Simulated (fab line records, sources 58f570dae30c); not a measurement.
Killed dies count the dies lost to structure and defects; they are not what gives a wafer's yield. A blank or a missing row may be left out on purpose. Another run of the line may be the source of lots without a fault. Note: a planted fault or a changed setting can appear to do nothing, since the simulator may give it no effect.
Problem report in the 8D (eight disciplines) form, filled by code || flow berkeley cmos170 || the parts of the form that need people (team, actions taken, sign-off) are left out

## 1. WHAT IS WRONG
Mean of exposure dose mJ cm2 at UCB170_PSD_EXPOSE_03: 29.64 across 9 wafers in 3 lots; on wafers with no fault it is 29.97 (standard deviation 0.036). That is -9.1 standard deviations from the usual mean.
The step: exposes mask PSELECT MOD, target cd 1200 nm.
Earliest sighting: wafer L796.1 on krf scanner-02 at day 10 08:52. At this step, 45 wafers from 15 lots have a number in the record. The rule behind "out" and "out of limits": a value lying over 4 standard deviations away from the usual mean. The other wafers with a number count as sound.

## 2. WHAT THIS IS AND IS NOT
{"question": "which readings at this step", "is": "exposure dose mJ cm2", "is not": "-"}
{"question": "which lots", "is": "L796, L798, L800", "is not": "L786, L787, L788, L789, L790, L791, L792, L793, L794, L801, L807, L808"}
{"question": "which wafers of those lots", "is": "all that have a number", "is not": "-"}
{"question": "read on which tools", "is": "krf scanner-02", "is not": "krf scanner-01"}
{"question": "when", "is": "from day 10 08:52", "is not": "up to then (27 sound wafers); but 9 sound wafers of L801, L807, L808 came after"}

## 3. SUSPECTS, AND WHAT RULES EACH OUT
Counting: a tool stays on the suspect list if, at a process step up to the reading, it processed all lots that are out and no sound lot following the first of them.
- krf scanner-02 at UCB170_PSD_EXPOSE_03 (exposes mask PSELECT MOD, target cd 1200 nm): kept. Every lot that is out went through it, starting with L796 (day 10 08:52), and after that it ran no sound lot; the last sound lot it ran before then is L791 (day 9 16:50). On those wafers its own readings are out: exposure dose mJ cm2.
After counting, what remains is krf scanner-02 at UCB170_PSD_EXPOSE_03.

## 4. THE CAUSE (what the simulator had put in)
Drift in process parameters on krf scanner-02 at UCB170_PSD_EXPOSE_03, starting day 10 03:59. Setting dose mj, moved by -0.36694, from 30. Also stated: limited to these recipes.
Only this tool survived the counting.

## 5. THE CHAIN OF EFFECTS, in route order
One row per reading whose mean, taken over the struck wafers that have a number, lies over 3 standard deviations from the usual. Only readings whose record carries a usual standard deviation are examined. hours: median over the lots of the time between each lot's start at the first step of this table that gives one and its start at this step. sigmas: the change, counted in usual standard deviations.
{"hours": 0, "step": "UCB170_PSD_EXPOSE_03", "reading": "exposure dose mJ cm2", "usual": 29.97, "on struck wafers": 29.64, "change": -0.33, "sigmas": -9.1}
Here are the process steps it includes:
- UCB170_PSD_EXPOSE_03: exposes mask PSELECT MOD, target cd 1200 nm.
At these later measuring or inspecting steps, every struck wafer for which the step has a row has a number for every such reading, and none has moved that far: UCB170_NSD_OVL_MEAS_07.

## 6. WHAT WOULD HAVE CAUGHT IT SOONER
In this record no reading fell out of limits until day 10 08:52, 5 hours after the fault had begun at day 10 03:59.
